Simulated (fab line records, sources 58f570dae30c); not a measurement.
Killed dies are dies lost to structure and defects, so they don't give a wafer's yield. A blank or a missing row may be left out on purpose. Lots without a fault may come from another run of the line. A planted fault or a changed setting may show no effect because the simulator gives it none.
Which tool did it? | flow berkeley_cmos170 | 14 lots, 42 wafers sampled, at 5 steps of a route of 331

WHAT THE GAUGES READ, wafer by wafer
UCB170_PFIELD_OVL_MEAS_06.
lot  | measured     | on         | PFIELD_OVL (nm)
L549 | day 5 02:28  | overlay-02 | 9 -1 -2
L550 | day 5 03:01  | overlay-01 | -7 -5 0
L554 | day 6 00:08  | overlay-02 | 2 -4 -1
L553 | day 5 23:51  | overlay-02 | 5 -3 0
L552 | day 6 00:27  | overlay-02 | 4 7 8
L557 | day 6 13:05  | overlay-02 | 0 1 1
L556 | day 6 12:50  | overlay-01 | -6 2 -1
L558 | day 6 13:23  | overlay-01 | 1 0 -4
L567 | day 8 20:49  | overlay-02 | 5 3 5
L566 | day 8 20:13  | overlay-02 | -1 7 3
L569 | day 8 20:41  | overlay-02 | 8 -6 -3
L570 | day 9 17:20  | overlay-02 | 4 5 9
L571 | day 10 00:26 | overlay-01 | 1 4 5
L572 | day 10 01:16 | overlay-02 | 4 3 3

UCB170_NVT_TW_MEAS_09.
lot  | measured     | on            | NVT_TW
L549 | day 6 22:58  | film_metro-04 | 520.6 520.7 522.1
L550 | day 6 22:40  | film_metro-03 | 518.6 520.2 517.5
L554 | day 7 13:34  | film_metro-04 | 528.4 529.9 528.1
L553 | day 7 14:17  | film_metro-04 | 525.3 527.6 525.9
L552 | day 7 14:07  | film_metro-03 | 522.5 522.7 523.3
L557 | day 8 04:21  | film_metro-04 | 519.6 522.0 522.4
L556 | day 8 04:41  | film_metro-03 | 520.8 520.5 523.2
L558 | day 8 05:04  | film_metro-04 | 521.9 521.9 520.5
L567 | day 10 10:48 | film_metro-01 | 261.9 260.8 266.6
L566 | day 10 10:19 | film_metro-01 | 267.3 263.6 260.8
L569 | day 10 10:22 | film_metro-04 | 524.0 528.4 526.5
L570 | day 11 05:22 | film_metro-03 | 521.0 521.6 521.2
L571 | day 11 13:56 | film_metro-04 | 523.7 525.6 524.2
L572 | day 11 14:30 | film_metro-04 | 522.4 521.7 521.5

WHICH TOOL RAN EACH LOT (tool, then ch and the chambers of the sampled wafers, then the start)
lot  | UCB170_NWELL_ETCH_13              | UCB170_NWELL_STRIP_15               | UCB170_NVT_IMPLANT_07
L549 | rie_diel-03 ch 2,3, day 2 15:14   | plasma_asher-01 ch 0,1, day 2 15:30 | implanter-04 ch 0, day 6 22:43
L550 | rie_diel-01 ch 0,2,3, day 2 15:20 | plasma_asher-02 ch 0,1, day 2 15:35 | implanter-03 ch 0, day 6 22:25
L554 | rie_diel-02 ch 1,3, day 3 10:50   | plasma_asher-02 ch 0,1, day 3 11:05 | implanter-04 ch 0, day 7 13:19
L553 | rie_diel-01 ch 0,3, day 3 10:53   | plasma_asher-01 ch 0,1, day 3 11:08 | implanter-01 ch 0, day 7 14:02
L552 | rie_diel-02 ch 1,2,3, day 3 11:05 | plasma_asher-02 ch 0,1, day 3 11:20 | implanter-03 ch 0, day 7 13:55
L557 | rie_diel-01 ch 0,2,3, day 4 04:54 | plasma_asher-04 ch 0,1, day 4 05:09 | implanter-01 ch 0, day 8 04:07
L556 | rie_diel-03 ch 0,1,2, day 4 05:10 | plasma_asher-02 ch 0,1, day 4 05:25 | implanter-04 ch 0, day 8 04:27
L558 | rie_diel-02 ch 1,2,3, day 4 05:22 | plasma_asher-01 ch 0,1, day 4 05:37 | implanter-03 ch 0, day 8 04:49
L567 | rie_diel-02 ch 1,2,3, day 6 02:44 | plasma_asher-02 ch 0,1, day 6 02:59 | implanter-03 ch 0, day 10 10:34
L566 | rie_diel-03 ch 0,2,3, day 6 03:01 | plasma_asher-04 ch 0,1, day 6 03:16 | implanter-03 ch 0, day 10 10:04
L569 | rie_diel-03 ch 0,3, day 6 14:32   | plasma_asher-01 ch 0,1, day 6 14:48 | implanter-04 ch 0, day 10 10:07
L570 | rie_diel-01 ch 0,2,3, day 7 02:39 | plasma_asher-02 ch 0,1, day 7 02:55 | implanter-04 ch 0, day 11 05:07
L571 | rie_diel-02 ch 1,2, day 7 08:06   | plasma_asher-02 ch 0,1, day 7 08:21 | implanter-01 ch 0, day 11 13:41
L572 | rie_diel-01 ch 0,1,3, day 7 14:07 | plasma_asher-02 ch 0,1, day 7 14:23 | implanter-04 ch 0, day 11 14:17
- UCB170_NWELL_ETCH_13: etches Si3N4 in CH3F/Ar/O2, stops on SiO2, target depth 246.4 nm, time 154 s.
- UCB170_NWELL_STRIP_15: strips in O2.
- UCB170_NVT_IMPLANT_07

WHAT THE TOOLS THEMSELVES READ (means of the sampled wafers that have a number; where no wafer has one, the mark that the record gives instead)
UCB170_NWELL_ETCH_13.
lot  | tool        | drypump_motor_current_A (A) | oes_product_au (a.u.) | throttle_valve_pct (%)
L549 | rie_diel-03 | 5.6                         | 0.940                 | 8.10
L550 | rie_diel-01 | 5.6                         | 0.953                 | 8.09
L554 | rie_diel-02 | 5.4                         | 0.958                 | 8.15
L553 | rie_diel-01 | 5.5                         | 0.958                 | 8.04
L552 | rie_diel-02 | 5.8                         | 0.947                 | 8.10
L557 | rie_diel-01 | 5.6                         | 0.955                 | 8.10
L556 | rie_diel-03 | 5.7                         | 0.941                 | 8.09
L558 | rie_diel-02 | 5.8                         | 0.944                 | 8.09
L567 | rie_diel-02 | 5.8                         | 0.944                 | 8.09
L566 | rie_diel-03 | 5.7                         | 0.952                 | 8.11
L569 | rie_diel-03 | 5.8                         | 0.943                 | 8.11
L570 | rie_diel-01 | 5.6                         | 0.932                 | 8.10
L571 | rie_diel-02 | 6.1                         | 0.940                 | 8.05
L572 | rie_diel-01 | 5.4                         | 0.969                 | 8.09

UCB170_NWELL_STRIP_15.
lot  | tool            | drypump_motor_current_A (A) | oes_product_au (a.u.) | strip_time_to_endpoint_s (s)
L549 | plasma_asher-01 | 6.1                         | 0.722                 | 18.10
L550 | plasma_asher-02 | 5.9                         | 0.722                 | 18.06
L554 | plasma_asher-02 | 5.9                         | 0.723                 | 17.96
L553 | plasma_asher-01 | 5.8                         | 0.724                 | 17.97
L552 | plasma_asher-02 | 5.8                         | 0.725                 | 18.02
L557 | plasma_asher-04 | 5.9                         | 0.720                 | 18.03
L556 | plasma_asher-02 | 5.7                         | 0.723                 | 18.00
L558 | plasma_asher-01 | 6.0                         | 0.722                 | 18.00
L567 | plasma_asher-02 | 5.6                         | 0.720                 | 18.04
L566 | plasma_asher-04 | 5.8                         | 0.720                 | 17.94
L569 | plasma_asher-01 | 5.8                         | 0.726                 | 18.06
L570 | plasma_asher-02 | 5.9                         | 0.720                 | 18.05
L571 | plasma_asher-02 | 5.7                         | 0.720                 | 18.04
L572 | plasma_asher-02 | 5.8                         | 0.717                 | 18.01

UCB170_NVT_IMPLANT_07.
lot  | tool         | dose_ions_cm2 | faraday_current_uA
L549 | implanter-04 | 2.999e+12     | 9.72
L550 | implanter-03 | 2.998e+12     | 9.63
L554 | implanter-04 | 3.005e+12     | 9.51
L553 | implanter-01 | 3.004e+12     | 9.57
L552 | implanter-03 | 3.002e+12     | 9.70
L557 | implanter-01 | 3.002e+12     | 9.73
L556 | implanter-04 | 2.997e+12     | 9.59
L558 | implanter-03 | 3.000e+12     | 9.53
L567 | implanter-03 | 3.003e+11     | 0.97
L566 | implanter-03 | 3.020e+11     | 0.94
L569 | implanter-04 | 2.997e+12     | 9.50
L570 | implanter-04 | 3.000e+12     | 9.33
L571 | implanter-01 | 3.002e+12     | 9.61
L572 | implanter-04 | 3.001e+12     | 9.45

THE ANSWER, worked out from the rows above alone
Rule: what is usual is taken from the lots themselves. Put in order of their means at a reading, lots are off if they are a third of the lots or fewer, leave a main group of 4 or more, and stand apart from it by a gap of 3 or more times the standard deviation of the main group's means; of several such gaps the widest counts. A main group whose means are all the same, to the digits that the tables above print for the reading, isn't used. A lot without any number at a reading at which 4 lots or more have one is off too. The other lots that the step has rows for count as sound. The gauges are gone through in route order, then the tools' own readings, and for those a lot's mean is taken as printed above. The first step at which some lot is off is used, and at that step the reading that is off furthest; a lot without a number counts as furthest.
Off: L567, L566, at UCB170_NVT_TW_MEAS_09 (NVT_TW). The main group: mean 523.0, standard deviation 2.7.
A tool fits if, at a process step before that reading, it ran every lot that is off, and no sound lot after the first of them. The gauges at UCB170_NVT_TW_MEAS_09 aren't tried: what is off there is off at UCB170_NVT_IMPLANT_07 too, on other tools, and a gauge's error can't cause that. One fits: implanter-03 at UCB170_NVT_IMPLANT_07. Its last sound lot is L558 (day 8 04:49), its first lot that is off L566 (day 10 10:04): a fault that began between those two fits.
The tool's own readings at UCB170_NVT_IMPLANT_07 bear it out: on the lots that are off they differ by more than 5 times the standard deviation of the sound lots' means. dose_ions_cm2 reads 3.012e+11 there against 3.001e+12 on the sound lots; faraday_current_uA reads 0.95 there against 9.57 on the sound lots.

WHAT THE SIMULATOR HAD PUT IN
Process parameter drift: implanter-03, from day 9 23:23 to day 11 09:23, at UCB170_NVT_IMPLANT_07. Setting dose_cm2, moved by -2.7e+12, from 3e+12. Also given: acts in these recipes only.
Lots struck among those shown: L566, L567. The rule above found the same.
